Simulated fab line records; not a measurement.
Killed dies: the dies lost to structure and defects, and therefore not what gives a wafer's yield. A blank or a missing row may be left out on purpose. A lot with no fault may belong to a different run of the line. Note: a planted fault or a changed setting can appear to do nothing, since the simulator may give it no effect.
Which tool is to blame? + flow berkeley-cmos170 + 21 wafers sampled from 7 lots at 1 step of a route of 331

## WHAT EACH GAUGE READ, for each wafer
UCB170_ACTIVE_CD_MEAS_13: the cd target is 1200 nm.
| lot  | measured    | on        | cd-nm (nm)           |
|------|-------------|-----------|----------------------|
| L768 | day 5 09:23 | cd-sem-01 | 1200.7 1202.3 1203.3 |
| L771 | day 5 19:58 | cd-sem-02 | 1201.3 1201.2 1199.8 |
| L770 | day 5 20:11 | cd-sem-02 | 1202.1 1201.9 1201.2 |
| L776 | day 7 01:16 | cd-sem-02 | 1199.4 1200.4 1198.2 |
| L779 | day 8 05:11 | cd-sem-02 | 1199.9 1200.3 1200.5 |
| L781 | day 8 19:52 | cd-sem-01 | 1200.5 1202.2 1201.5 |
| L787 | day 9 05:21 | cd-sem-02 | 1198.4 1199.3 1201.4 |

## WHAT TOOL EACH LOT RAN ON (gives the tool, then ch and the chambers of the sampled wafers, and finally the start)
Before these readings, the record contains no process step.

## THE ANSWER, worked out from the rows above alone
Rule: what is usual is taken from the lots themselves. The widest of any qualifying gaps counts: lots, ordered by their means at a reading, are off when they make up no more than a third of the lots, leave a main group of 4 or more, and stand apart from it by 3 or more times the standard deviation of that group's means. If all means in a main group match to the digits the tables above print for the reading, that group is not used. Also off: a lot with no number at a reading for which 4 or more lots have one. Where the step has rows for the other lots, those lots are counted as sound.
Across all readings shown, no lot is off: no conclusion can be drawn from this.

## WHAT WAS PUT IN BY THE SIMULATOR
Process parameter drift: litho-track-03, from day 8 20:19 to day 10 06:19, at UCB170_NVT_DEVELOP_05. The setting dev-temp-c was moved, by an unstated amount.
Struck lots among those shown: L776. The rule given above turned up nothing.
